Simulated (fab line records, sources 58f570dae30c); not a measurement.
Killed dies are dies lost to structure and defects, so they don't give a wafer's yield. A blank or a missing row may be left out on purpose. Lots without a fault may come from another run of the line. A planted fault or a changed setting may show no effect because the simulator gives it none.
Split-lot experiment | flow berkeley_cmos170 | 5 lots, 23 wafers read, on a route of 331 steps

THE SPLIT
At UCB170_SILICIDE_SPUTTER_01 (material Ti, target thk 30 nm, time 25 s), the setting power_w was moved away from the recipe's 1500 W on 4 of the 23 wafers read, by -10.9% to -10.6%. The other wafers ran this setting at the recipe's value.

FROM THE SPLIT TO THE READING: what the file shows between them, 1 step
- UCB170_SILICIDE_RS_MEAS_02: measures by four-point-probe

THE READING
SILICIDE_TI_THK, in nm, at UCB170_SILICIDE_THK_MEAS_03 (measures by xrf). Fault-free wafers of this fab line usually give 30.1 nm, standard deviation 0.31 nm.

wafer  | tool, chamber at the split | power_w as run, W | against the recipe | SILICIDE_TI_THK, nm | against lot-mates on the recipe
L074.1 | pvd_sputter-03, -          | 1500              | recipe             | 30.3                | -
L074.2 | pvd_sputter-03, -          | 1341              | -10.6%             | 26.7                | -3.4
L074.3 | pvd_sputter-03, -          | 1341              | -10.6%             | 27.2                | -2.9
L074.4 | pvd_sputter-03, -          | 1500              | recipe             | 29.9                | -
L074.6 | pvd_sputter-03, -          | 1500              | recipe             | 30.1                | -
L075.1 | pvd_sputter-04, -          | 1500              | recipe             | 30.9                | -
L075.3 | pvd_sputter-04, -          | 1500              | recipe             | 30.4                | -
L075.4 | pvd_sputter-04, -          | 1500              | recipe             | 30.2                | -
L075.5 | pvd_sputter-04, -          | 1500              | recipe             | 31.0                | -
L075.6 | pvd_sputter-04, -          | 1500              | recipe             | 30.3                | -
L077.1 | pvd_sputter-03, -          | 1500              | recipe             | 29.9                | -
L077.2 | pvd_sputter-03, -          | 1500              | recipe             | 29.5                | -
L077.3 | pvd_sputter-03, -          | 1500              | recipe             | 29.8                | -
L077.4 | pvd_sputter-03, -          | 1500              | recipe             | 29.8                | -
L077.6 | pvd_sputter-03, -          | 1500              | recipe             | 29.9                | -
L079.2 | pvd_sputter-02, -          | 1337              | -10.9%             | 27.0                | -3.4
L079.3 | pvd_sputter-02, -          | 1500              | recipe             | 30.7                | -
L079.4 | pvd_sputter-02, -          | 1500              | recipe             | 30.4                | -
L079.5 | pvd_sputter-02, -          | 1500              | recipe             | 30.2                | -
L079.6 | pvd_sputter-02, -          | 1337              | -10.9%             | 26.9                | -3.5
L081.3 | pvd_sputter-04, -          | 1500              | recipe             | 30.4                | -
L081.4 | pvd_sputter-04, -          | 1500              | recipe             | 29.6                | -
L081.6 | pvd_sputter-04, -          | 1500              | recipe             | 29.7                | -

THE FIT
A straight line over all 23 wafers: SILICIDE_TI_THK changes by +0.299 nm for each +1% of power_w; r = +0.95; the points scatter about the line by 0.4 nm.
The same after taking each lot's own level away (the mean of its wafers on the recipe; 23 wafers): +0.309 nm for each +1%; r = +0.98; scatter 0.26 nm.
On that fit, the largest move of power_w shifts the reading by 3.4 nm.
The lots' own levels span 29.78 to 30.56 nm, that is 2.5 times the standard deviation above.
So the lot-to-lot level changes the slope little: the two slopes agree.
Check: with one of the wafers moved furthest among these (-10.9%) left out of the fit, the line predicts -3.33 nm for it against its lot-mates. It came out at -3.43 nm against them.

OTHER SPLITS ON THESE WAFERS
These wafers also went through other splits before the reading. Each is held against what the fit with the lots' levels taken away leaves over:
other split on the same wafers    | wafers away from the commonest value | r with SILICIDE_TI_THK (lot level and that fit taken away)
UCB170_PLDD_COAT_01 resist_thk_nm | 7                                    | +0.13
UCB170_SPACER_CVD_00 time_s       | 8                                    | +0.12
UCB170_NSD_IMPLANT_08 energy_kev  | 9                                    | +0.25
UCB170_BACKSIDE_COAT_01 spin_rpm  | 11                                   | -0.06

THE WHOLE CHAIN: every reading that the file lists as answering this split, in the file's order
step                        | what it does                             | reading                                                                           | change (the file's fit)               | r (the file's)
UCB170_SILICIDE_SPUTTER_01  | material Ti, target thk 30 nm, time 25 s | Ti_of_SILICIDE_SPUTTER_01.thk_nm (the simulator's own value, which no gauge read) | +0.307 nm for each +1% of the setting | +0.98
UCB170_SILICIDE_RS_MEAS_02  | measures by four-point-probe             | SILICIDE_TI_RS                                                                    | -0.36 for each +1% of the setting     | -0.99
UCB170_SILICIDE_THK_MEAS_03 | measures by xrf                          | SILICIDE_TI_THK                                                                   | +0.306 for each +1% of the setting    | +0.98

THE FILE'S OWN FIT
SILICIDE_TI_THK changes by +0.306 nm for each +1% of power_w, r = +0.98.
